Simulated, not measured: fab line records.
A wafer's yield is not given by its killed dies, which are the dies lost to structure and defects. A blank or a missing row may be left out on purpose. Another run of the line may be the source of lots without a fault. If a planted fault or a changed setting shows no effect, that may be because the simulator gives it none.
Which tool is to blame? | flow rit_cmos | 14 lots, 40 wafers sampled, at 2 steps of a route of 202

== WHAT THE GAUGES READ, wafer by wafer ==
No reading from a measuring or inspecting step in the record can be judged against a usual standard deviation.

== EACH LOT AND THE TOOL THAT RAN IT (in order: tool; ch and the chambers of the sampled wafers; start) ==
lot  | RIT_M1_SPUTTER_00           | RIT_M1_PROBE_99
L479 | pvd_sputter-01, day 3 11:45 | prober-01, day 3 15:55
L480 | pvd_sputter-04, day 3 17:14 | -
L482 | pvd_sputter-04, day 4 05:29 | prober-02, day 4 09:37
L484 | pvd_sputter-01, day 4 13:07 | -
L485 | pvd_sputter-04, day 4 15:59 | -
L486 | pvd_sputter-01, day 4 19:20 | prober-02, day 4 23:46
L487 | pvd_sputter-04, day 5 02:52 | prober-01, day 5 07:11
L488 | pvd_sputter-04, day 5 07:46 | -
L489 | pvd_sputter-02, day 5 09:37 | -
L490 | pvd_sputter-01, day 5 16:54 | -
L491 | pvd_sputter-04, day 5 21:17 | -
L493 | pvd_sputter-04, day 6 03:41 | prober-01, day 6 07:56
L498 | pvd_sputter-01, day 7 07:33 | -
L500 | pvd_sputter-01, day 7 20:05 | prober-02, day 8 00:25
- RIT_M1_SPUTTER_00: material Al, target thk 400 nm, time 500 s.
- RIT_M1_PROBE_99

== WHAT THE TOOLS THEMSELVES READ (means of the sampled wafers that have a number; where no wafer has one, the mark that the record gives instead) ==
RIT_M1_SPUTTER_00. Usual: cathode_dc_power_W 2000.0 W, standard deviation 0.38; chamber_pressure_pa 0.4000 Pa, standard deviation 0.00078; throttle_valve_pct 29.9 %, standard deviation 1.5.
lot  | tool           | cathode_dc_power_W (W) | chamber_pressure_pa (Pa) | throttle_valve_pct (%) | flag
L479 | pvd_sputter-01 | 2000.1                 | 0.4001                   | 30.9                   |
L480 | pvd_sputter-04 | 2000.2                 | 0.4001                   | 29.2                   |
L482 | pvd_sputter-04 | 1999.7                 | 0.3992                   | 28.4                   |
L484 | pvd_sputter-01 | 1999.9                 | 0.4006                   | 30.8                   |
L485 | pvd_sputter-04 | 2000.3                 | 0.3999                   | 29.3                   |
L486 | pvd_sputter-01 | 2000.4                 | 0.4000                   | 30.8                   |
L487 | pvd_sputter-04 | 1999.7                 | 0.4002                   | 29.4                   |
L488 | pvd_sputter-04 | 2000.1                 | 0.4001                   | 28.9                   |
L489 | pvd_sputter-02 | 1999.9                 | 0.4000                   | 30.4                   |
L490 | pvd_sputter-01 | 2000.4                 | 0.4011                   | 29.9                   |
L491 | pvd_sputter-04 | 1999.7                 | 0.4001                   | 30.5                   |
L493 | pvd_sputter-04 | 1999.9                 | 0.3994                   | 29.1                   |
L498 | pvd_sputter-01 | 1999.9                 | 0.3583                   | 32.9                   | OFF
L500 | pvd_sputter-01 | 2000.0                 | 0.3860                   | 31.4                   | OFF

RIT_M1_PROBE_99. Usual: defect_limited_yield 97.4 %, standard deviation 1.2; killed_at_contacts 0.0, standard deviation 0.22; killed_at_front_end 7, standard deviation 3; killed_dies 7, standard deviation 3.1; killed_open 3.4, standard deviation 2.1; killed_short 3.4, standard deviation 2; sort_bin_3_pad_short 0.1 %, standard deviation 0.23; sort_bin_5_function 1.5 %, standard deviation 0.76; sort_bin_6_memory 1.0 %, standard deviation 0.74; sort_n_pass 257, standard deviation 3.1; sort_yield_pct 97.4 %, standard deviation 1.2.
lot  | tool      | defect_limited_yield (%) | killed_at_contacts | killed_at_front_end | killed_dies | killed_open | killed_short | sort_bin_3_pad_short (%) | sort_bin_5_function (%) | sort_bin_6_memory (%) | sort_n_pass | sort_yield_pct (%) | flag
L479 | prober-01 | 97.3                     | 0.3                | 7                   | 7           | 3.7         | 3.3          | 0.1                      | 1.5                     | 1.0                   | 257         | 97.3               |
L482 | prober-02 | 97.9                     | 0.0                | 6                   | 6           | 1.7         | 3.7          | 0.3                      | 1.3                     | 0.6                   | 258         | 97.9               |
L486 | prober-02 | 96.0                     | 0.0                | 11                  | 11          | 5.3         | 5.3          | 0.4                      | 2.0                     | 1.6                   | 253         | 96.0               |
L487 | prober-01 | 98.1                     | 0.0                | 5                   | 5           | 3.3         | 1.7          | 0.0                      | 1.5                     | 0.4                   | 259         | 98.1               |
L493 | prober-01 | 97.3                     | 0.3                | 7                   | 7           | 4.3         | 2.7          | 0.3                      | 1.4                     | 1.0                   | 257         | 97.3               |
L500 | prober-02 | 95.6                     | 0.0                | 12                  | 12          | 5.7         | 6.0          | 0.4                      | 2.0                     | 2.0                   | 252         | 95.6               |

== THE ANSWER, worked out from the rows above alone ==
Rule: a lot is off if the mean of its wafers that have a number lies more than 3 standard deviations from the usual mean. Also off: a lot with no number at a reading for which 4 or more lots have one. All remaining lots with rows at the step are treated as sound. Order of review: gauges by route order, followed by the tools' own readings, for which a lot's mean as printed above is used. At the first step where some lot is off, the reading lying furthest off is the one used; lots without a number count as furthest.
Off, at RIT_M1_SPUTTER_00 on chamber_pressure_pa: L498, L500.
A tool fits if, at that step or a process step before it, it ran every lot that is off, and no sound lot after the first of them. One candidate fits, namely pvd_sputter-01 at RIT_M1_SPUTTER_00. Its last sound lot is L490 (day 5 16:54), its first lot that is off L498 (day 7 07:33): a fault that began between those two fits.
On the lots that are off, the tool's own readings at RIT_M1_SPUTTER_00 differ by more than 5 times the standard deviation of the sound lots' means, which bears it out; chamber_pressure_pa reads 0.3721 Pa there versus 0.4001 Pa on the sound lots.

== WHAT HAD BEEN PUT IN BY THE SIMULATOR ==
Process parameters drifting: pvd_sputter-01 at RIT_M1_SPUTTER_00, beginning at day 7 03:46. Setting chamber_pressure_pa shifted by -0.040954 from 0.4. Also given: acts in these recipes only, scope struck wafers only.
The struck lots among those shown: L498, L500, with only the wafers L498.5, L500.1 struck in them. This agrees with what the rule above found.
